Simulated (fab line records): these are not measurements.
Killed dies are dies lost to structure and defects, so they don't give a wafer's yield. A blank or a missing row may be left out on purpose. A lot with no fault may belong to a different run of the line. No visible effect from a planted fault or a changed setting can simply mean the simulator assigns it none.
Lot-split experiment	flow berkeleyCmos170	23 wafers read across 5 lots, on a route 331 steps long

## THE SPLIT ITSELF
At UCB170_NWELL_COAT_07 (resist thk 900 nm), the setting spinRpm was moved away from the recipe's 1500 rpm on 11 of the 23 wafers read, by -5.5% to +2.1%. This setting was run at the recipe's value on the other wafers.

## FROM THE SPLIT TO THE READING: what the file shows between them, 3 steps
- UCB170_NWELL_SOFTBAKE_08: time 60 s
- UCB170_NWELL_EXPOSE_09: exposes mask NWELL, target cd 3000 nm
- UCB170_NWELL_DEVELOP_11: develop time 45 s

## THE READING
KrF_of_NWELL_COAT_07.thkNm (the simulator's own value, which no gauge read), in nm, at UCB170_NWELL_ETCH_13 (etches Si3N4 in CH3F/Ar/O2, stops on SiO2, target depth 246.4 nm, time 154 s). The file does not state a usual value for it. The 12 wafers here that ran the recipe average 721.5 nm, standard deviation 3.1 nm.

wafer	tool, chamber at the split	spinRpm as run, rpm	against the recipe	KrF_of_NWELL_COAT_07.thkNm, nm	against lot-mates on the recipe
L075.1	lithoTrack-04, 0	1500	recipe	723.6	-
L075.2	lithoTrack-04, 0	1500	recipe	719.9	-
L075.3	lithoTrack-04, 0	1417	-5.5%	745.7	+24.0
L075.5	lithoTrack-04, 0	1417	-5.5%	745.6	+23.9
L075.6	lithoTrack-04, 0	1500	recipe	721.6	-
L077.2	lithoTrack-01, 0	1470	-2.0%	725.6	+7.6
L077.3	lithoTrack-01, 0	1470	-2.0%	723.3	+5.3
L077.4	lithoTrack-01, 0	1500	recipe	719.4	-
L077.5	lithoTrack-01, 0	1470	-2.0%	726.7	+8.8
L077.6	lithoTrack-01, 0	1500	recipe	716.5	-
L080.1	lithoTrack-03, 0	1467	-2.2%	729.6	+6.4
L080.2	lithoTrack-03, 0	1467	-2.2%	733.8	+10.6
L080.3	lithoTrack-03, 0	1500	recipe	718.1	-
L080.5	lithoTrack-03, 0	1500	recipe	728.3	-
L080.6	lithoTrack-03, 0	1467	-2.2%	732	+8.8
L083.1	lithoTrack-04, 0	1500	recipe	723.2	-
L083.3	lithoTrack-04, 0	1500	recipe	721	-
L083.4	lithoTrack-04, 0	1500	recipe	719.7	-
L085.2	lithoTrack-04, 0	1531	+2.1%	715.3	-8.1
L085.3	lithoTrack-04, 0	1500	recipe	725.3	-
L085.4	lithoTrack-04, 0	1531	+2.1%	714.9	-8.5
L085.5	lithoTrack-04, 0	1500	recipe	721.5	-
L085.6	lithoTrack-04, 0	1531	+2.1%	708.3	-15.1

FIT RESULTS
A straight line over all 23 wafers: KrF_of_NWELL_COAT_07.thkNm changes by -4.15 nm for each +1% of spinRpm; r = -0.93; the points scatter about the line by 3.3 nm.
The same after taking each lot's own level away (the mean of its wafers on the recipe; 23 wafers): -4.38 nm for each +1%; r = -0.96; scatter 2.5 nm.
On that fit, the largest move of spinRpm shifts the reading by 24 nm.
The span of the lots' own levels, 717.95 to 723.40 nm, comes to 1.8 times the standard deviation stated above.
So the lot-to-lot level changes the slope little: the two slopes agree.
Check: +23.5 nm against its lot-mates is what the line predicts for one of the wafers moved furthest among these (-5.5%) when that wafer is left out of the fit. Against them it came out at +24 nm.

## ADDITIONAL SPLITS CARRIED BY THESE WAFERS
Other splits were also applied to these wafers ahead of the reading. Each is held against what the fit with the lots' levels taken away leaves over:
other split on the same wafers	wafers away from the commonest value	r with KrF_of_NWELL_COAT_07.thkNm (lot level and that fit taken away)
UCB170_ZERO_COAT_01 resistThkNm	6	-0.16
UCB170_ZERO_PEB_04 pebTempC	5	+0.06

## THE WHOLE CHAIN: every reading that the file lists as answering this split, in the file's order
step	what it does	reading	change (the file's fit)	r (the file's)
UCB170_NWELL_COAT_07	resist thk 900 nm	KrF_of_NWELL_COAT_07.thkNm (the simulator's own value, which no gauge read)	-4.63 nm for each +1% of the setting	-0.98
UCB170_NWELL_ETCH_13	etches Si3N4 in CH3F/Ar/O2, stops on SiO2, target depth 246.4 nm, time 154 s	KrF_of_NWELL_COAT_07.thkNm (the simulator's own value, which no gauge read)	-4.29 nm for each +1% of the setting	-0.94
UCB170_NWELL_STRIP_15	strips in O2	stripTimeToEndpointS	withheld for each +1% of the setting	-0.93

## FILE'S OWN FIT
KrF_of_NWELL_COAT_07.thkNm changes by -4.29 nm for each +1% of spinRpm, r = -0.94.
